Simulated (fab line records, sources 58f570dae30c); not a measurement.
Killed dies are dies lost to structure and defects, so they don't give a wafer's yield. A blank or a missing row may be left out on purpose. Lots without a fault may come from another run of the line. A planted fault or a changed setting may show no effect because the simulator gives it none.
Split-lot experiment | flow berkeley_cmos170 | 5 lots, 23 wafers read, on a route of 331 steps

THE SPLIT
At UCB170_NSD_IMPLANT_08, the setting energy_kev was moved away from the recipe's 40 on 5 of the 23 wafers read, by -5.3% to -1.9%. The other wafers ran this setting at the recipe's value.

FROM THE SPLIT TO THE READING: what the file shows between them, 3 steps
- UCB170_NSD_STRIP_09: strips in O2
- UCB170_NSD_CLEAN_11: cleans in SPM, time 600 s
- UCB170_SDANNEAL_RTA_01: time 5 s

THE READING
NSD_RS, in ohm/sq, at UCB170_SDANNEAL_RS_MEAS_03 (measures by four-point-probe). Fault-free wafers of this fab line usually give 37.31 ohm/sq, standard deviation 0.094 ohm/sq.

wafer  | tool, chamber at the split | energy_kev as run | against the recipe | NSD_RS, ohm/sq | against lot-mates on the recipe
L074.1 | implanter-02, 0            | 39.24             | -1.9%              | 37.57          | +0.15
L074.2 | implanter-02, 0            | 39.24             | -1.9%              | 37.61          | +0.19
L074.3 | implanter-02, 0            | 40                | recipe             | 37.39          | -
L074.4 | implanter-02, 0            | 40                | recipe             | 37.46          | -
L074.6 | implanter-02, 0            | 39.24             | -1.9%              | 37.60          | +0.18
L077.1 | implanter-01, 0            | 40                | recipe             | 37.28          | -
L077.2 | implanter-01, 0            | 40                | recipe             | 37.30          | -
L077.3 | implanter-01, 0            | 40                | recipe             | 37.29          | -
L077.4 | implanter-01, 0            | 40                | recipe             | 37.33          | -
L077.5 | implanter-01, 0            | 40                | recipe             | 37.25          | -
L082.1 | implanter-04, 0            | 37.88             | -5.3%              | 38.09          | +0.71
L082.2 | implanter-04, 0            | 40                | recipe             | 37.47          | -
L082.3 | implanter-04, 0            | 40                | recipe             | 37.38          | -
L082.5 | implanter-04, 0            | 37.88             | -5.3%              | 38.02          | +0.64
L082.6 | implanter-04, 0            | 40                | recipe             | 37.30          | -
L083.1 | implanter-01, 0            | 40                | recipe             | 37.32          | -
L083.2 | implanter-01, 0            | 40                | recipe             | 37.24          | -
L083.3 | implanter-01, 0            | 40                | recipe             | 37.35          | -
L083.5 | implanter-01, 0            | 40                | recipe             | 37.34          | -
L083.6 | implanter-01, 0            | 40                | recipe             | 37.31          | -
L085.2 | implanter-02, 0            | 40                | recipe             | 37.19          | -
L085.4 | implanter-02, 0            | 40                | recipe             | 37.29          | -
L085.5 | implanter-02, 0            | 40                | recipe             | 37.21          | -

THE FIT
A straight line over all 23 wafers: NSD_RS changes by -0.14 ohm/sq for each +1% of energy_kev; r = -0.96; the points scatter about the line by 0.069 ohm/sq.
The same after taking each lot's own level away (the mean of its wafers on the recipe; 23 wafers): -0.122 ohm/sq for each +1%; r = -0.97; scatter 0.048 ohm/sq.
On that fit, the largest move of energy_kev shifts the reading by 0.65 ohm/sq.
The lots' own levels span 37.230 to 37.425 ohm/sq, that is 2.1 times the standard deviation above.
So the lot-to-lot level changes the slope: the two fits differ.
Check: with one of the wafers moved furthest among these (-5.3%) left out of the fit, the line predicts +0.592 ohm/sq for it against its lot-mates. It came out at +0.707 ohm/sq against them.

OTHER SPLITS ON THESE WAFERS
These wafers also went through other splits before the reading. Each is held against what the fit with the lots' levels taken away leaves over:
other split on the same wafers | wafers away from the commonest value | r with NSD_RS (lot level and that fit taken away)
UCB170_PSD_PEB_04 peb_temp_c   | 7                                    | +0.01

THE WHOLE CHAIN: every reading that the file lists as answering this split, in the file's order
step                       | what it does                 | reading                                                         | change (the file's fit)               | r (the file's)
UCB170_NSD_IMPLANT_08      |                              | implant.rp_nm (the simulator's own value, which no gauge read)  | +0.476 nm for each +1% of the setting | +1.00
UCB170_NSD_IMPLANT_08      |                              | implant.drp_nm (the simulator's own value, which no gauge read) | +0.181 nm for each +1% of the setting | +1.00
UCB170_NSD_STRIP_09        | strips in O2                 | strip_time_to_endpoint_s                                        | withheld for each +1% of the setting  | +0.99
UCB170_SDANNEAL_RS_MEAS_03 | measures by four-point-probe | NSD_RS                                                          | -0.123 for each +1% of the setting    | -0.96

THE FILE'S OWN FIT
NSD_RS changes by -0.123 ohm/sq for each +1% of energy_kev, r = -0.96.
